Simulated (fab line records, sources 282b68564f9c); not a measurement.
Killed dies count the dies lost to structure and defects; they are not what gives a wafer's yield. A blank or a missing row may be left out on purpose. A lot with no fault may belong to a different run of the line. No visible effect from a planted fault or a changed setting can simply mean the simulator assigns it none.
Matching of chambers / flow ritCmos / 4 sister chambers for RIT_SPACER_ETCHBACK_05 on rieDiel-04
The step etches Si3N4 in SF6/CHF3, stops on SiO2, target depth 250 nm, time 240 s. 4 wafers are shown with their chamber, then 7 later ones without.

== WAFERS PAIRED WITH THEIR CHAMBERS ==
wafer=L767.3; chamber=1; throttleValvePct (%)=10.44
wafer=L767.6; chamber=2; throttleValvePct (%)=10.16
wafer=L773.2; chamber=0; throttleValvePct (%)=10.30
wafer=L773.5; chamber=3; throttleValvePct (%)=10.60

== WAFERS MISSING THEIR CHAMBER ==
wafer=L773.6; throttleValvePct (%)=10.15
wafer=L777.1; throttleValvePct (%)=10.59
wafer=L777.2; throttleValvePct (%)=10.29
wafer=L777.5; throttleValvePct (%)=10.16
wafer=L787.1; throttleValvePct (%)=10.31
wafer=L787.2; throttleValvePct (%)=10.60
wafer=L787.6; throttleValvePct (%)=10.30

== WHICH CHAMBER EACH WENT THROUGH ==
wafer=L773.6; from the rows above=2; in truth=2
wafer=L777.1; from the rows above=3; in truth=3
wafer=L777.2; from the rows above=0; in truth=0
wafer=L777.5; from the rows above=2; in truth=2
wafer=L787.1; from the rows above=0; in truth=0
wafer=L787.2; from the rows above=3; in truth=3
wafer=L787.6; from the rows above=0; in truth=0
Correctly placed: 7 of 7. Left unplaced by these rows: 0. Number placed wrongly: 0.
How it was worked out, from the rows above alone: a wafer's distance from a chamber is the root of the sum, over the readings, of the square of ((its reading less the chamber's mean) divided by the reading's scatter). If the next closest chamber is less than 2 further off than the closest, the wafer can't be placed; otherwise it belongs to the closest. A chamber's mean is the mean of its shown wafers. The scatter (one wafer shown for each chamber): square how far every hidden wafer sits from the nearest shown wafer, average those squares and take the square root.
